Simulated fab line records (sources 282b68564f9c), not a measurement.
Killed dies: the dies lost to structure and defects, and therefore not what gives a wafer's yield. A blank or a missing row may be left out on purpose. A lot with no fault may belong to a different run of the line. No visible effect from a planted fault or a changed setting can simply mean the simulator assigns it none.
Which of the tools did it? ; flow rit_cmos ; 14 lots, 42 wafers sampled, at 3 steps of a route of 202

## WHAT EACH GAUGE READ, for each wafer
RIT_WELLDRIVE_RS_MEAS_01: a four-point-probe measurement. Usual: NWELL_RS gives 275.5 ohm/sq (standard deviation 0.63).
lot;measured;on;NWELL_RS (ohm/sq);flag
L382;day 2 11:34;film_metro-03;275.3 275.7 274.8;
L383;day 2 16:09;film_metro-02;275.0 276.6 276.9;
L384;day 2 21:08;film_metro-03;276.3 275.4 275.1;
L385;day 3 02:14;film_metro-03;275.3 276.2 275.9;
L386;day 3 06:04;film_metro-04;275.6 275.7 276.1;
L387;day 3 13:25;film_metro-03;275.2 275.6 275.9;
L388;day 3 20:23;film_metro-04;275.9 276.4 276.7;
L396;day 5 10:23;film_metro-03;301.5 300.9 300.6;OFF
L397;day 5 15:26;film_metro-03;300.5 301.7 301.4;OFF
L398;day 5 18:47;film_metro-02;275.5 275.0 275.1;
L400;day 6 06:44;film_metro-04;276.5 276.3 276.1;
L401;day 6 13:04;film_metro-02;275.4 275.8 275.1;
L403;day 6 19:14;film_metro-02;275.5 275.5 275.5;
L404;day 7 02:38;film_metro-03;275.0 275.7 275.7;

RIT_WELLDRIVE_RS_MEAS_02: a four-point-probe measurement. Usual: PWELL_RS gives 426.3 ohm/sq (standard deviation 1.2).
lot;measured;on;PWELL_RS (ohm/sq);flag
L382;day 2 11:41;film_metro-03;424.9 425.6 425.4;
L383;day 2 16:16;film_metro-02;427.0 426.2 426.3;
L384;day 2 21:16;film_metro-03;425.4 426.3 424.8;
L385;day 3 02:22;film_metro-03;427.6 426.2 426.6;
L386;day 3 06:11;film_metro-04;428.1 427.8 428.1;
L387;day 3 13:32;film_metro-03;425.3 425.5 425.7;
L388;day 3 20:31;film_metro-04;428.0 427.6 428.0;
L396;day 5 10:31;film_metro-03;453.6 452.4 453.5;OFF
L397;day 5 15:33;film_metro-03;453.5 453.5 453.7;OFF
L398;day 5 18:54;film_metro-02;426.8 427.5 427.6;
L400;day 6 06:51;film_metro-04;425.4 426.0 425.1;
L401;day 6 13:11;film_metro-02;425.9 426.4 427.6;
L403;day 6 19:22;film_metro-02;427.3 428.0 425.9;
L404;day 7 02:46;film_metro-03;424.0 423.1 424.8;

## WHICH TOOL RAN EACH LOT (tool, then ch and the chambers of the sampled wafers, then the start)
lot;RIT_WELLDRIVE_ANNEAL_00
L382;furnace-03 ch 0, day 2 06:28
L383;furnace-01 ch 0, day 2 11:03
L384;furnace-04 ch 0, day 2 16:02
L385;furnace-04 ch 0, day 2 21:07
L386;furnace-01 ch 0, day 3 00:58
L387;furnace-03 ch 0, day 3 08:18
L388;furnace-01 ch 0, day 3 15:19
L396;furnace-01 ch 0, day 5 05:16
L397;furnace-01 ch 0, day 5 10:21
L398;furnace-04 ch 0, day 5 13:41
L400;furnace-04 ch 0, day 6 01:39
L401;furnace-03 ch 0, day 6 07:59
L403;furnace-03 ch 0, day 6 14:08
L404;furnace-04 ch 0, day 6 21:31
- RIT_WELLDRIVE_ANNEAL_00: time 14700 s.

## WHAT THE TOOLS THEMSELVES READ (means of the sampled wafers that have a number; where no wafer has one, the mark that the record gives instead)
RIT_WELLDRIVE_ANNEAL_00. Usual: run_length_s 18273 s, standard deviation 9.3; spike_tc_centre_C 1103.5 C, standard deviation 1.2; spike_tc_source_C 1127.6 C, standard deviation 1.3.
lot;tool;run_length_s (s);spike_tc_centre_C (C);spike_tc_source_C (C);flag
L382;furnace-03;18266;1104.7;1127.3;
L383;furnace-01;18280;1102.6;1127.9;
L384;furnace-04;18268;1104.4;1126.7;
L385;furnace-04;18259;1103.2;1125.7;
L386;furnace-01;18282;1103.4;1128.1;
L387;furnace-03;18262;1105.1;1127.1;
L388;furnace-01;18275;1103.1;1128.4;
L396;furnace-01;12402;1102.3;1128.6;OFF
L397;furnace-01;12407;1102.9;1128.9;OFF
L398;furnace-04;18262;1104.5;1125.1;
L400;furnace-04;18261;1104.6;1126.7;
L401;furnace-03;18266;1103.9;1127.3;
L403;furnace-03;18271;1104.4;1126.2;
L404;furnace-04;18257;1104.2;1124.9;

## THE ANSWER, worked out from the rows above alone
Rule: a lot counts as off when the mean over its wafers that have a number is more than 3 standard deviations away from the usual mean. Also off: a lot with no number at a reading for which 4 or more lots have one. Any other lot the step has rows for is counted as sound. After the gauges, taken in route order, come the tools' own readings; for these a lot's mean is taken, as printed above. The first step at which some lot is off is used, and at that step the reading that is off furthest; a lot without a number counts as furthest.
Off: L396, L397, seen at RIT_WELLDRIVE_RS_MEAS_01 (NWELL_RS).
A tool fits if, at a process step before that reading, it ran every lot that is off, and no sound lot after the first of them. Not tried: the gauges at RIT_WELLDRIVE_RS_MEAS_01; whatever is off there is also off at RIT_WELLDRIVE_ANNEAL_00, on other tools, and gauge error can't account for it. One fits: furnace-01 at RIT_WELLDRIVE_ANNEAL_00. A fault onset in the window from L388 (day 3 15:19, its last sound lot) to L396 (day 5 05:16, its first lot off) fits.
On the lots that are off, the tool's own readings at RIT_WELLDRIVE_ANNEAL_00 differ by more than 5 times the standard deviation of the sound lots' means, which bears it out; run_length_s reads 12404 s there versus 18267 s on the sound lots.

## WHAT THE SIMULATOR PUT IN
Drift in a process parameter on furnace-01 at RIT_WELLDRIVE_ANNEAL_00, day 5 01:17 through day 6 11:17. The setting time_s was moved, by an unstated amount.
Lots struck among those shown: L396, L397. The rule above found the same.
